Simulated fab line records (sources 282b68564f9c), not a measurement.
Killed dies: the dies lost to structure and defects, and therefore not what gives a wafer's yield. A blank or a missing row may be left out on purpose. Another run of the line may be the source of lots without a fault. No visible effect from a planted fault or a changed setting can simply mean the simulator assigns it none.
The tool behind it: which one? / flow rit cmos / 15 lots, 45 wafers sampled, at 2 steps of a route of 202

## WHAT EACH GAUGE READ, for each wafer
RIT_ACTIVE_THK_MEAS_04. Usual: ACTIVE_NITRIDE_THK typically reads 150.2 nm, with standard deviation 1.4.
lot=L530; measured=day 1 13:37; on=film metro-02; ACTIVE_NITRIDE_THK (nm)=149.3 149.5 150.3; flag=
lot=L531; measured=day 1 18:46; on=film metro-03; ACTIVE_NITRIDE_THK (nm)=149.9 152.4 149.0; flag=
lot=L532; measured=day 1 23:35; on=film metro-02; ACTIVE_NITRIDE_THK (nm)=151.2 150.3 149.8; flag=
lot=L533; measured=day 2 04:32; on=film metro-03; ACTIVE_NITRIDE_THK (nm)=150.9 148.8 149.6; flag=
lot=L534; measured=day 2 09:55; on=film metro-03; ACTIVE_NITRIDE_THK (nm)=151.4 152.9 152.2; flag=
lot=L535; measured=day 2 15:14; on=film metro-02; ACTIVE_NITRIDE_THK (nm)=151.4 151.1 152.8; flag=
lot=L537; measured=day 3 00:34; on=film metro-03; ACTIVE_NITRIDE_THK (nm)=152.8 151.0 151.5; flag=
lot=L538; measured=day 3 05:32; on=film metro-03; ACTIVE_NITRIDE_THK (nm)=147.9 148.9 149.2; flag=
lot=L539; measured=day 3 10:32; on=film metro-03; ACTIVE_NITRIDE_THK (nm)=150.1 150.5 150.1; flag=
lot=L541; measured=day 3 20:32; on=film metro-03; ACTIVE_NITRIDE_THK (nm)=149.6 150.1 149.6; flag=
lot=L543; measured=day 4 06:32; on=film metro-04; ACTIVE_NITRIDE_THK (nm)=150.7 148.8 149.2; flag=
lot=L544; measured=day 4 11:32; on=film metro-02; ACTIVE_NITRIDE_THK (nm)=149.5 150.5 150.1; flag=
lot=L547; measured=day 5 02:32; on=film metro-03; ACTIVE_NITRIDE_THK (nm)=134.7 135.1 134.3; flag=OFF
lot=L549; measured=day 5 12:32; on=film metro-03; ACTIVE_NITRIDE_THK (nm)=133.7 133.1 132.7; flag=OFF
lot=L551; measured=day 5 22:32; on=film metro-03; ACTIVE_NITRIDE_THK (nm)=135.2 136.3 135.6; flag=OFF

## WHICH TOOL RAN EACH LOT (tool, then ch and the chambers of the sampled wafers, then the start)
lot=L530; RIT_ACTIVE_CVD_03=lpcvd-02 ch 1, day 1 12:11
lot=L531; RIT_ACTIVE_CVD_03=lpcvd-02 ch 1, day 1 17:20
lot=L532; RIT_ACTIVE_CVD_03=lpcvd-01 ch 0, day 1 22:10
lot=L533; RIT_ACTIVE_CVD_03=lpcvd-01 ch 1, day 2 03:07
lot=L534; RIT_ACTIVE_CVD_03=lpcvd-01 ch 1, day 2 08:30
lot=L535; RIT_ACTIVE_CVD_03=lpcvd-02 ch 0, day 2 13:07
lot=L537; RIT_ACTIVE_CVD_03=lpcvd-02 ch 0, day 2 23:07
lot=L538; RIT_ACTIVE_CVD_03=lpcvd-01 ch 1, day 3 04:07
lot=L539; RIT_ACTIVE_CVD_03=lpcvd-02 ch 0, day 3 09:07
lot=L541; RIT_ACTIVE_CVD_03=lpcvd-01 ch 0, day 3 19:07
lot=L543; RIT_ACTIVE_CVD_03=lpcvd-02 ch 1, day 4 05:07
lot=L544; RIT_ACTIVE_CVD_03=lpcvd-01 ch 0, day 4 10:07
lot=L547; RIT_ACTIVE_CVD_03=lpcvd-01 ch 0, day 5 01:07
lot=L549; RIT_ACTIVE_CVD_03=lpcvd-01 ch 0, day 5 11:07
lot=L551; RIT_ACTIVE_CVD_03=lpcvd-01 ch 0, day 5 21:07
- RIT_ACTIVE_CVD_03: deposits Si3N4 from SiH2Cl2/NH3, target thk 150 nm, time 1500 s.

## AS READ BY THE TOOLS THEMSELVES (means over the sampled wafers that have a number; for cases with no such wafer, the mark the record gives instead)
The record holds no such reading with a usual standard deviation.

## THE ANSWER, worked out from the rows above alone
Rule: a lot is off if the mean of its wafers that have a number lies more than 3 standard deviations from the usual mean. Also off: a lot with no number at a reading for which 4 or more lots have one. The other lots that the step has rows for count as sound. After the gauges, taken in route order, come the tools' own readings; for these a lot's mean is taken, as printed above. At the first step where some lot is off, the reading lying furthest off is the one used; lots without a number count as furthest.
Off: L547, L549, L551, seen at RIT_ACTIVE_THK_MEAS_04 (ACTIVE_NITRIDE_THK).
If a tool, at a process step before that reading, ran all the lots that are off and no sound lot after the first of them, it fits. The gauges at RIT_ACTIVE_THK_MEAS_04 are tried like those tools. 2 tools fit, lpcvd-01 at RIT_ACTIVE_CVD_03 and film metro-03 at RIT_ACTIVE_THK_MEAS_04, so this cannot tell which one it is.

## WHAT HAD BEEN PUT IN BY THE SIMULATOR
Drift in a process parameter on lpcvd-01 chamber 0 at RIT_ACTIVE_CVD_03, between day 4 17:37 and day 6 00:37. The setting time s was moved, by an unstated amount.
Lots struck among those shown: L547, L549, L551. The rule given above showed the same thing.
